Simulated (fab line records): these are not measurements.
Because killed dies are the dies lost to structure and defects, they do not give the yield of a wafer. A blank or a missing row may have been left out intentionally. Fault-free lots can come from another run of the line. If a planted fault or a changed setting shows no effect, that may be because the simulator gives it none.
The tool behind it: which one? :: flow rit-cmos :: 13 lots, 39 wafers sampled, at 4 steps of a route of 202

WHAT EACH GAUGE READ, for each wafer
RIT_FOX1_THK_MEAS_01. Usual: FOX1_OXIDE_THK gives 350 nm (standard deviation 8.1).
lot: L660
measured: day 1 17:20
on: film-metro-03
FOX1_OXIDE_THK (nm): 346 345 349
flag: 

lot: L661
measured: day 1 22:32
on: film-metro-01
FOX1_OXIDE_THK (nm): 341 339 336
flag: 

lot: L663
measured: day 2 08:10
on: film-metro-04
FOX1_OXIDE_THK (nm): 344 353 349
flag: 

lot: L664
measured: day 2 13:59
on: film-metro-03
FOX1_OXIDE_THK (nm): 356 348 355
flag: 

lot: L665
measured: day 2 19:10
on: film-metro-03
FOX1_OXIDE_THK (nm): 362 356 355
flag: 

lot: L666
measured: day 2 22:50
on: film-metro-04
FOX1_OXIDE_THK (nm): 351 345 345
flag: 

lot: L668
measured: day 3 09:04
on: film-metro-04
FOX1_OXIDE_THK (nm): 369 370 364
flag: 

lot: L674
measured: day 4 18:23
on: film-metro-01
FOX1_OXIDE_THK (nm): 343 348 347
flag: 

lot: L675
measured: day 4 19:50
on: film-metro-03
FOX1_OXIDE_THK (nm): 349 347 346
flag: 

lot: L677
measured: day 5 06:55
on: film-metro-03
FOX1_OXIDE_THK (nm): 346 347 346
flag: 

lot: L680
measured: day 5 21:14
on: film-metro-01
FOX1_OXIDE_THK (nm): 354 354 356
flag: 

lot: L681
measured: day 6 01:58
on: film-metro-04
FOX1_OXIDE_THK (nm): 349 344 357
flag: 

lot: L683
measured: day 6 11:49
on: film-metro-03
FOX1_OXIDE_THK (nm): 349 353 350
flag: 

RIT_PSD_TW_MEAS_10. Usual: PSD_TW gives 3486 (standard deviation 35).
lot: L660
measured: day 3 02:18
on: film-metro-03
PSD_TW: 3562 3544 3538
flag: 

lot: L661
measured: day 3 06:44
on: film-metro-04
PSD_TW: 3443 3462 3461
flag: 

lot: L663
measured: day 3 16:33
on: film-metro-03
PSD_TW: 3531 3521 3520
flag: 

lot: L664
measured: day 3 21:59
on: film-metro-03
PSD_TW: 3522 3530 3548
flag: 

lot: L665
measured: day 4 03:27
on: film-metro-03
PSD_TW: 3501 3470 3488
flag: 

lot: L666
measured: day 4 07:01
on: film-metro-03
PSD_TW: 3519 3492 3487
flag: 

lot: L668
measured: day 4 18:19
on: film-metro-04
PSD_TW: 3487 3485 3477
flag: 

lot: L674
measured: day 6 05:10
on: film-metro-03
PSD_TW: 3544 3547 3534
flag: 

lot: L675
measured: day 6 04:42
on: film-metro-02
PSD_TW: 3461 3446 3475
flag: 

lot: L677
measured: day 6 17:16
on: film-metro-03
PSD_TW: 3520 3541 3537
flag: 

lot: L680
measured: day 7 04:06
on: film-metro-03
PSD_TW: 3503 3500 3496
flag: 

lot: L681
measured: day 7 11:35
on: film-metro-02
PSD_TW: 3442 3431 3447
flag: 

lot: L683
measured: day 7 20:34
on: film-metro-03
PSD_TW: 3480 3512 3504
flag: 

WHICH TOOL RAN EACH LOT (tool, then ch and the chambers of the sampled wafers, then the start)
lot: L660
RIT_ACTIVE_ETCH_13: rie-diel-04 ch 1,2,3, day 1 15:02
RIT_ACTIVE_CLEAN_16: wet-bench-04 ch 0, day 1 15:38

lot: L661
RIT_ACTIVE_ETCH_13: rie-diel-02 ch 1,2,3, day 1 20:25
RIT_ACTIVE_CLEAN_16: wet-bench-02 ch 2, day 1 21:02

lot: L663
RIT_ACTIVE_ETCH_13: rie-diel-04 ch 0,1,3, day 2 06:04
RIT_ACTIVE_CLEAN_16: wet-bench-02 ch 0, day 2 06:40

lot: L664
RIT_ACTIVE_ETCH_13: rie-diel-01 ch 0,1, day 2 10:43
RIT_ACTIVE_CLEAN_16: wet-bench-03 ch 2, day 2 11:19

lot: L665
RIT_ACTIVE_ETCH_13: rie-diel-01 ch 0,2, day 2 16:27
RIT_ACTIVE_CLEAN_16: wet-bench-04 ch 1, day 2 17:03

lot: L666
RIT_ACTIVE_ETCH_13: rie-diel-02 ch 0,1, day 2 20:43
RIT_ACTIVE_CLEAN_16: wet-bench-03 ch 0, day 2 21:19

lot: L668
RIT_ACTIVE_ETCH_13: rie-diel-02 ch 0,2,3, day 3 06:58
RIT_ACTIVE_CLEAN_16: wet-bench-04 ch 1, day 3 07:34

lot: L674
RIT_ACTIVE_ETCH_13: rie-diel-01 ch 0,1, day 4 16:16
RIT_ACTIVE_CLEAN_16: wet-bench-04 ch 3, day 4 16:53

lot: L675
RIT_ACTIVE_ETCH_13: rie-diel-04 ch 1,3, day 4 17:43
RIT_ACTIVE_CLEAN_16: wet-bench-03 ch 1, day 4 18:19

lot: L677
RIT_ACTIVE_ETCH_13: rie-diel-04 ch 0,1,3, day 5 03:50
RIT_ACTIVE_CLEAN_16: wet-bench-03 ch 1, day 5 04:27

lot: L680
RIT_ACTIVE_ETCH_13: rie-diel-02 ch 0,2,3, day 5 18:43
RIT_ACTIVE_CLEAN_16: wet-bench-02 ch 2, day 5 19:19

lot: L681
RIT_ACTIVE_ETCH_13: rie-diel-01 ch 0,1,3, day 5 23:50
RIT_ACTIVE_CLEAN_16: wet-bench-03 ch 2, day 6 00:26

lot: L683
RIT_ACTIVE_ETCH_13: rie-diel-01 ch 1,2,3, day 6 09:43
RIT_ACTIVE_CLEAN_16: wet-bench-02 ch 2, day 6 10:19
- RIT_ACTIVE_ETCH_13: etches Si3N4 in SF6, stops on SiO2, time 210 s, target depth 210 nm.
- RIT_ACTIVE_CLEAN_16: cleans in dHF, time 30 s.

WHAT THE TOOLS THEMSELVES READ (means of the sampled wafers that have a number; where no wafer has one, the mark that the record gives instead)
RIT_ACTIVE_ETCH_13. Usual: drypump-motor-current-A 5.8 A, standard deviation 0.4; oes-product-au 0.816 a.u., standard deviation 0.012; throttle-valve-pct 7.43 %, standard deviation 0.11.
lot: L660
tool: rie-diel-04
drypump-motor-current-A (A): 6.0
oes-product-au (a.u.): 0.830
throttle-valve-pct (%): 7.54
flag: 

lot: L661
tool: rie-diel-02
drypump-motor-current-A (A): 5.7
oes-product-au (a.u.): 0.811
throttle-valve-pct (%): 7.44
flag: 

lot: L663
tool: rie-diel-04
drypump-motor-current-A (A): 5.9
oes-product-au (a.u.): 0.816
throttle-valve-pct (%): 7.45
flag: 

lot: L664
tool: rie-diel-01
drypump-motor-current-A (A): 5.6
oes-product-au (a.u.): 0.820
throttle-valve-pct (%): 7.48
flag: 

lot: L665
tool: rie-diel-01
drypump-motor-current-A (A): 6.0
oes-product-au (a.u.): 0.822
throttle-valve-pct (%): 7.38
flag: 

lot: L666
tool: rie-diel-02
drypump-motor-current-A (A): 5.9
oes-product-au (a.u.): 0.807
throttle-valve-pct (%): 7.50
flag: 

lot: L668
tool: rie-diel-02
drypump-motor-current-A (A): 5.7
oes-product-au (a.u.): 0.818
throttle-valve-pct (%): 7.38
flag: 

lot: L674
tool: rie-diel-01
drypump-motor-current-A (A): 6.1
oes-product-au (a.u.): 0.814
throttle-valve-pct (%): 7.51
flag: 

lot: L675
tool: rie-diel-04
drypump-motor-current-A (A): 5.8
oes-product-au (a.u.): 0.832
throttle-valve-pct (%): 7.45
flag: 

lot: L677
tool: rie-diel-04
drypump-motor-current-A (A): 5.9
oes-product-au (a.u.): 0.815
throttle-valve-pct (%): 7.45
flag: 

lot: L680
tool: rie-diel-02
drypump-motor-current-A (A): 5.6
oes-product-au (a.u.): 0.812
throttle-valve-pct (%): 7.38
flag: 

lot: L681
tool: rie-diel-01
drypump-motor-current-A (A): 5.7
oes-product-au (a.u.): 0.821
throttle-valve-pct (%): 7.46
flag: 

lot: L683
tool: rie-diel-01
drypump-motor-current-A (A): 5.4
oes-product-au (a.u.): 0.820
throttle-valve-pct (%): 7.37
flag: 

THE ANSWER, worked out from the rows above alone
Rule: a lot counts as off when the mean over its wafers that have a number is more than 3 standard deviations away from the usual mean. A lot without any number at a reading at which 4 lots or more have one is off too. Any other lot the step has rows for is counted as sound. After the gauges, taken in route order, come the tools' own readings; for these a lot's mean is taken, as printed above. The first step at which some lot is off is used, and at that step the reading that is off furthest; a lot without a number counts as furthest.
Across all readings shown, no lot is off: no conclusion can be drawn from this.

WHAT THE SIMULATOR HAD PUT IN
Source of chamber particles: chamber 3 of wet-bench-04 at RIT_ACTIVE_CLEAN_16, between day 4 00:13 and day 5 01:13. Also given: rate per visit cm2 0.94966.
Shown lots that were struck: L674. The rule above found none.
